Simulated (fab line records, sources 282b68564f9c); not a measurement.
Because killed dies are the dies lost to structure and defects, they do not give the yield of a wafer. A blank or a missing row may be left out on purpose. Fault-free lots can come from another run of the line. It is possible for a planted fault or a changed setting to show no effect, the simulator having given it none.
Problem report in the 8D (eight disciplines) form, filled by code -- flow rit cmos -- the parts of the form that need people (team, actions taken, sign-off) are left out

== 1. WHAT IS WRONG ==
RIT_SPACER_ETCHBACK_05, run length s: mean 386.8 s over 1 wafer from 1 lot; wafers with no fault: 268.5 s, standard deviation 0.4. That is +99 or more standard deviations from the usual mean.
The step: etches Si3N4 in SF6/CHF3, stops on SiO2, target depth 250 nm, time 240 s.
Earliest sighting: wafer L418.1 on rie diel-01 at day 5 10:14. At this step, 15 wafers from 5 lots have a number in the record. By rule, "out" or "out of limits" means more than 4 standard deviations away from the usual mean. The other wafers with a number count as sound.

== 2. WHAT IT IS; WHAT IT IS NOT ==
question,is,is not
which readings at this step,"run length s, oes product au","drypump motor current A, throttle valve pct"
which lots,L418,"L407, L409, L422, L424"
which wafers of those lots,L418.1,"L418.3, L418.5"
read on which tools,rie diel-01,"rie diel-03, rie diel-04"
when,from day 5 10:14,"up to then (8 sound wafers); but 6 sound wafers of L422, L424 came after"

== 3. THE SUSPECTS, EACH WITH WHAT RULES IT OUT ==
Counting: any tool at a process step up to the reading remains a suspect provided it ran every lot that is out. Sound lots after the first of them don't rule it out here, since some wafers of a struck lot are sound.
- plasma asher-02 at RIT_PLDD_STRIP_09 (strips in O2, time 180 s): kept. L418, the lot that is out, went through it at day 5 07:39; up to then, the latest sound lot through it was L407 at day 2 19:53.
- rie diel-01 at RIT_SPACER_ETCHBACK_05 (etches Si3N4 in SF6/CHF3, stops on SiO2, target depth 250 nm, time 240 s): kept. L418, the lot that is out, went through it at day 5 10:14; up to then, the latest sound lot through it was L409 at day 3 08:41. Out on those wafers are its own readings of oes product au, run length s.
- The sound lot-mates ran in chamber 0 of rie diel-01 at RIT_SPACER_ETCHBACK_05, but the wafers that are out ran in chamber 3.
After counting, plasma asher-02 at RIT_PLDD_STRIP_09 and rie diel-01 at RIT_SPACER_ETCHBACK_05 remain.

== 4. THE CAUSE (what the simulator had put in) ==
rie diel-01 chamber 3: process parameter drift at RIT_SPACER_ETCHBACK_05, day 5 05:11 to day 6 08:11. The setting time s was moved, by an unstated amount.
Counting left 2 suspects, and this tool is among them.

== 5. SEQUENCE OF EFFECTS, ordered by route ==
Rows list readings where the struck wafers' mean (over those with a number) sits beyond 3 standard deviations from the usual. Scope: only readings with a usual standard deviation given in the record; hours: median across lots of the time from each lot's start at the first step in this table that gives one to its start at this step; sigmas: change in usual standard deviations.
hours,step,reading,usual,on struck wafers,change,sigmas
0,RIT_SPACER_ETCHBACK_05,oes product au,0.842 a.u.,0.639,-0.203,-17
0,RIT_SPACER_ETCHBACK_05,run length s,268.5 s,386.8,+118.3,+99 or more
It contains these process steps:
- RIT_SPACER_ETCHBACK_05: etches Si3N4 in SF6/CHF3, stops on SiO2, target depth 250 nm, time 240 s.
At these later measuring or inspecting steps, every struck wafer for which the step has a row has a number for every such reading, and none has moved that far: RIT_NSD_OVL_MEAS_06, RIT_NSD_TW_MEAS_10, RIT_PSD_OVL_MEAS_06, RIT_PSD_TW_MEAS_10, RIT_SDANNEAL_RS_MEAS_04, RIT_SDANNEAL_RS_MEAS_05, RIT_SDANNEAL_RS_MEAS_06.

== 6. HOW IT WOULD HAVE BEEN CAUGHT EARLIER ==
First out-of-limits reading in this record: day 5 10:14, which is 5 hours after fault onset at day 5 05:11.
